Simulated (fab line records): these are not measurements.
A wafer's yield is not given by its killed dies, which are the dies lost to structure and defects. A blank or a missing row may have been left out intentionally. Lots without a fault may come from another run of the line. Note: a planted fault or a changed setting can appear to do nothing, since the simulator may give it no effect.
Which tool is to blame? + flow rit-cmos + 7 lots, 21 wafers sampled, at 1 step of a route of 202

## WHAT THE GAUGES READ, wafer by wafer
RIT_FOX2_THK_MEAS_01.
| lot  | measured    | on            | FOX2_OXIDE_THK (nm) |
|------|-------------|---------------|---------------------|
| L299 | day 2 03:29 | film-metro-02 | 346 350 352         |
| L301 | day 2 13:02 | film-metro-01 | 353 351 351         |
| L305 | day 3 10:47 | film-metro-01 | 346 347 348         |
| L312 | day 4 19:31 | film-metro-02 | 351 359 356         |
| L314 | day 5 10:08 | film-metro-01 | 347 352 348         |
| L316 | day 5 17:29 | film-metro-02 | 350 352 354         |
| L319 | day 6 06:09 | film-metro-03 | 344 341 343         |

## EACH LOT AND THE TOOL THAT RAN IT (in order: tool; ch and the chambers of the sampled wafers; start)
The record shows no process step preceding these readings.

## THE ANSWER, worked out from the rows above alone
Rule: the lots themselves supply what counts as usual. The widest of any qualifying gaps counts: lots, ordered by their means at a reading, are off when they make up no more than a third of the lots, leave a main group of 4 or more, and stand apart from it by 3 or more times the standard deviation of that group's means. Not used: any main group whose means are identical at the precision the tables above print for the reading. A lot without any number at a reading at which 4 lots or more have one is off too. All remaining lots with rows at the step are treated as sound.
None of the lots is off at any reading shown; this tells nothing.

## WHAT THE SIMULATOR HAD PUT IN
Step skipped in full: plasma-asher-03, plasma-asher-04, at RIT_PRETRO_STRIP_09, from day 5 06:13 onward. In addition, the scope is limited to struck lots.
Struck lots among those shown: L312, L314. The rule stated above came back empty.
